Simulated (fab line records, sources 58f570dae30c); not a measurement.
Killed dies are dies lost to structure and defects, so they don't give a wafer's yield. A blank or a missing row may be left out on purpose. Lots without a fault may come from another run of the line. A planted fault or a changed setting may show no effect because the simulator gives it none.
Split-lot experiment | flow berkeley_cmos170 | 5 lots, 23 wafers read, on a route of 331 steps

THE SPLIT
At UCB170_GATE_COAT_07 (resist thk 900 nm), the setting spin_rpm was moved away from the recipe's 1500 rpm on 7 of the 23 wafers read, by -6.2% to +6.5%. The other wafers ran this setting at the recipe's value.

The reading is taken at the split's own step.

THE READING
KrF_of_GATE_COAT_07.thk_nm (the simulator's own value, which no gauge read), in nm, at UCB170_GATE_COAT_07 (resist thk 900 nm). The file gives no usual value for it. The 16 wafers here that ran the recipe average 900.2 nm, standard deviation 2.3 nm.

wafer  | tool, chamber at the split | spin_rpm as run, rpm | against the recipe | KrF_of_GATE_COAT_07.thk_nm, nm | against lot-mates on the recipe
L074.2 | litho_track-03, 0          | 1597                 | +6.5%              | 870.2                          | -25.9
L074.3 | litho_track-03, 0          | 1500                 | recipe             | 896.4                          | -
L074.4 | litho_track-03, 0          | 1597                 | +6.5%              | 872.5                          | -23.6
L074.5 | litho_track-03, 0          | 1597                 | +6.5%              | 869.4                          | -26.7
L074.6 | litho_track-03, 0          | 1500                 | recipe             | 895.8                          | -
L076.1 | litho_track-03, 0          | 1500                 | recipe             | 898.5                          | -
L076.2 | litho_track-03, 0          | 1410                 | -6.0%              | 932.4                          | +32.6
L076.3 | litho_track-03, 0          | 1410                 | -6.0%              | 929.3                          | +29.5
L076.4 | litho_track-03, 0          | 1500                 | recipe             | 900.9                          | -
L076.6 | litho_track-03, 0          | 1500                 | recipe             | 899.9                          | -
L078.3 | litho_track-01, 0          | 1500                 | recipe             | 901.6                          | -
L078.4 | litho_track-01, 0          | 1500                 | recipe             | 902.6                          | -
L078.6 | litho_track-01, 0          | 1500                 | recipe             | 904.8                          | -
L080.1 | litho_track-01, 0          | 1500                 | recipe             | 898.9                          | -
L080.2 | litho_track-01, 0          | 1407                 | -6.2%              | 929.3                          | +28.6
L080.4 | litho_track-01, 0          | 1500                 | recipe             | 902.5                          | -
L080.5 | litho_track-01, 0          | 1407                 | -6.2%              | 930.3                          | +29.6
L080.6 | litho_track-01, 0          | 1500                 | recipe             | 900.8                          | -
L084.1 | litho_track-02, 0          | 1500                 | recipe             | 898.9                          | -
L084.2 | litho_track-02, 0          | 1500                 | recipe             | 897.7                          | -
L084.3 | litho_track-02, 0          | 1500                 | recipe             | 902.7                          | -
L084.5 | litho_track-02, 0          | 1500                 | recipe             | 900.4                          | -
L084.6 | litho_track-02, 0          | 1500                 | recipe             | 900.5                          | -

THE FIT
A straight line over all 23 wafers: KrF_of_GATE_COAT_07.thk_nm changes by -4.76 nm for each +1% of spin_rpm; r = -0.99; the points scatter about the line by 2.3 nm.
The same after taking each lot's own level away (the mean of its wafers on the recipe; 23 wafers): -4.45 nm for each +1%; r = -0.99; scatter 2.1 nm.
On that fit, the largest move of spin_rpm shifts the reading by 29 nm.
The lots' own levels span 896.10 to 903.00 nm, that is 2.9 times the standard deviation above.
So the lot-to-lot level changes the slope little: the two slopes agree.
Check: with one of the wafers moved furthest among these (+6.5%) left out of the fit, the line predicts -28.3 nm for it against its lot-mates. It came out at -25.9 nm against them.

THE FILE'S OWN FIT
KrF_of_GATE_COAT_07.thk_nm changes by -4.57 nm for each +1% of spin_rpm, r = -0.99.
